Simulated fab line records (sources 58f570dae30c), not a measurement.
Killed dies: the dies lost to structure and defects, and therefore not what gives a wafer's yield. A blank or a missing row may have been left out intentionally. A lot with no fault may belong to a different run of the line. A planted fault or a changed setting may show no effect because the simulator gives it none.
What tool caused it?    flow berkeley cmos170    14 lots, 42 wafers sampled, at 5 steps of a route of 331

== WHAT EACH GAUGE READ, for each wafer ==
UCB170_GATE_THK_MEAS_05.
lot   measured      on             GATE_POLY_THK (nm)
L770  day 6 16:19   film metro-04  212.0 212.6 212.7
L774  day 7 04:08   film metro-03  214.3 213.6 213.8
L775  day 7 04:08   film metro-01  216.4 216.2 215.6
L779  day 7 20:14   film metro-04  213.5 214.5 214.3
L777  day 7 20:15   film metro-03  213.7 213.2 215.4
L778  day 7 20:15   film metro-01  214.8 213.9 214.3
L785  day 9 13:21   film metro-04  214.9 214.7 217.6
L784  day 9 13:26   film metro-03  209.5 210.1 211.1
L788  day 9 15:59   film metro-01  212.8 212.6 213.4
L789  day 10 08:01  film metro-01  212.3 210.7 212.6
L790  day 10 08:02  film metro-03  212.5 210.9 213.9
L791  day 10 17:28  film metro-04  212.3 214.2 213.0
L792  day 11 02:20  film metro-04  217.6 215.6 216.8
L793  day 11 06:59  film metro-03  212.5 212.8 214.2

UCB170_NSD_CD_MEAS_06: the cd target is 1200 nm.
lot   measured      on         cd nm (nm)
L770  day 7 07:05   cd sem-02  1201.5 1199.2 1201.6
L774  day 7 22:57   cd sem-01  1199.8 1200.6 1202.2
L775  day 7 22:31   cd sem-01  1198.5 1200.2 1198.6
L779  day 8 13:41   cd sem-02  1199.1 1198.8 1200.8
L777  day 8 15:47   cd sem-02  1199.5 1201.0 1199.9
L778  day 8 10:56   cd sem-02  1200.7 1200.0 1201.1
L785  day 10 03:29  cd sem-02  1197.3 1198.0 1198.2
L784  day 10 06:31  cd sem-02  1194.7 1194.5 1195.4 1194.5 1194.7 1195.4
L788  day 10 06:44  cd sem-01  1201.9 1203.1 1201.8
L789  day 10 20:10  cd sem-01  1199.9 1199.8 1199.2
L790  day 10 20:11  cd sem-02  1201.0 1200.9 1200.7
L791  day 11 07:59  cd sem-02  1199.4 1200.1 1198.7
L792  day 11 18:49  cd sem-02  1198.8 1198.4 1199.2
L793  day 11 21:45  cd sem-02  1199.2 1198.6 1198.8

UCB170_V1_BOW_MEAS_03.
lot   measured      on             V1_BOW (um)
L770  day 8 00:27   film metro-02  20 21 15
L774  day 8 23:12   film metro-01  11 21 19
L775  day 8 22:54   film metro-03  22 19 18
L779  day 9 03:13   film metro-01  20 26 24
L777  day 9 06:52   film metro-02  17 11 21
L778  day 9 02:56   film metro-02  31 33 24
L785  day 10 21:12  film metro-02  25 26 28
L784  day 11 04:30  film metro-03  15 12 17
L788  day 10 22:06  film metro-03  25 22 17
L789  day 11 12:37  film metro-01  18 4 18
L790  day 11 12:56  film metro-01  17 10 14
L791  day 11 23:56  film metro-01  21 14 4
L792  day 12 09:26  film metro-03  18 16 16
L793  day 12 13:44  film metro-03  17 28 14

UCB170_V1_CD_MEAS_12: the cd target is 700 nm.
lot   measured      on         cd nm (nm)
L770  day 8 04:17   cd sem-01  699.3 700.5 700.8
L774  day 9 01:07   cd sem-01  700.2 700.4 699.1
L775  day 9 00:29   cd sem-02  699.9 700.5 700.1
L779  day 9 05:13   cd sem-01  698.2 698.1 697.9
L777  day 9 08:39   cd sem-01  701.9 701.7 699.9
L778  day 9 04:59   cd sem-01  702.3 700.8 701.6
L785  day 10 22:55  cd sem-02  701.1 699.8 700.4
L784  day 11 06:37  cd sem-01  699.3 699.2 699.8
L788  day 10 23:36  cd sem-02  698.2 698.1 697.7
L789  day 11 14:01  cd sem-02  699.4 700.5 701.5
L790  day 11 14:09  cd sem-01  701.7 702.4 703.1
L791  day 12 01:16  cd sem-01  700.9 701.1 701.7
L792  day 12 10:41  cd sem-01  701.9 699.9 700.7
L793  day 12 16:01  cd sem-01  699.5 699.8 700.8

== EACH LOT AND THE TOOL THAT RAN IT (in order: tool; ch and the chambers of the sampled wafers; start) ==
lot   UCB170_NSD_SOFTBAKE_02
L770  litho track-04 ch 0, day 7 05:25
L774  litho track-01 ch 0, day 7 21:46
L775  litho track-03 ch 0, day 7 21:34
L779  litho track-03 ch 0, day 8 12:32
L777  litho track-01 ch 0, day 8 15:04
L778  litho track-01 ch 0, day 8 10:17
L785  litho track-01 ch 0, day 10 02:50
L784  litho track-01 ch 0, day 10 05:52
L788  litho track-04 ch 0, day 10 05:55
L789  litho track-04 ch 0, day 10 19:17
L790  litho track-03 ch 0, day 10 19:19
L791  litho track-03 ch 0, day 11 07:07
L792  litho track-04 ch 0, day 11 16:41
L793  litho track-04 ch 0, day 11 21:10
- UCB170_NSD_SOFTBAKE_02: time 60 s.

== AS READ BY THE TOOLS THEMSELVES (means over the sampled wafers that have a number; for cases with no such wafer, the mark the record gives instead) ==
UCB170_NSD_SOFTBAKE_02.
lot   tool            chill plate temp C (C)  heater power total W (W)  plate temp C (C)
L770  litho track-04  22.95                   56.79                     129.92
L774  litho track-01  23.06                   56.80                     129.78
L775  litho track-03  23.00                   56.82                     130.07
L779  litho track-03  23.00                   56.81                     130.15
L777  litho track-01  23.03                   56.81                     130.10
L778  litho track-01  23.06                   56.79                     130.08
L785  litho track-01  23.00                   56.34                     129.15
L784  litho track-01  22.99                   56.39                     129.31
L788  litho track-04  23.08                   56.78                     130.00
L789  litho track-04  22.97                   56.84                     130.00
L790  litho track-03  23.15                   56.77                     129.93
L791  litho track-03  23.00                   56.83                     130.15
L792  litho track-04  22.97                   56.81                     130.10
L793  litho track-04  23.05                   56.80                     130.03

== THE ANSWER, worked out from the rows above alone ==
Rule: the usual values come from the lots themselves. The widest of any qualifying gaps counts: lots, ordered by their means at a reading, are off when they make up no more than a third of the lots, leave a main group of 4 or more, and stand apart from it by 3 or more times the standard deviation of that group's means. If all means in a main group match to the digits the tables above print for the reading, that group is not used. A lot without any number at a reading at which 4 lots or more have one is off too. The other lots that the step has rows for count as sound. After the gauges, taken in route order, come the tools' own readings; for these a lot's mean is taken, as printed above. At the first step where some lot is off, the reading lying furthest off is the one used; lots without a number count as furthest.
Off: L785, L784 (UCB170_NSD_SOFTBAKE_02, heater power total W). The main group: mean 56.80 W, standard deviation 0.019.
If a tool, at that step or one of the process steps before it, ran each lot that is off and ran no sound lot following the first of them, it fits. One candidate fits, namely litho track-01 at UCB170_NSD_SOFTBAKE_02. Its last sound lot is L777 (day 8 15:04), its first lot that is off L785 (day 10 02:50): a fault that began between those two fits.
The tool's own readings at UCB170_NSD_SOFTBAKE_02 bear it out: on the lots that are off they differ by more than 5 times the standard deviation of the sound lots' means. heater power total W reads 56.37 W there against 56.80 W on the sound lots; plate temp C reads 129.23 C there against 130.03 C on the sound lots.

== WHAT THE SIMULATOR PUT IN ==
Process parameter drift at UCB170_NSD_SOFTBAKE_02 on litho track-01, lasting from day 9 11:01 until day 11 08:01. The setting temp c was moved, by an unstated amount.
Struck lots among those shown: L785, L784. The rule given above showed the same thing.
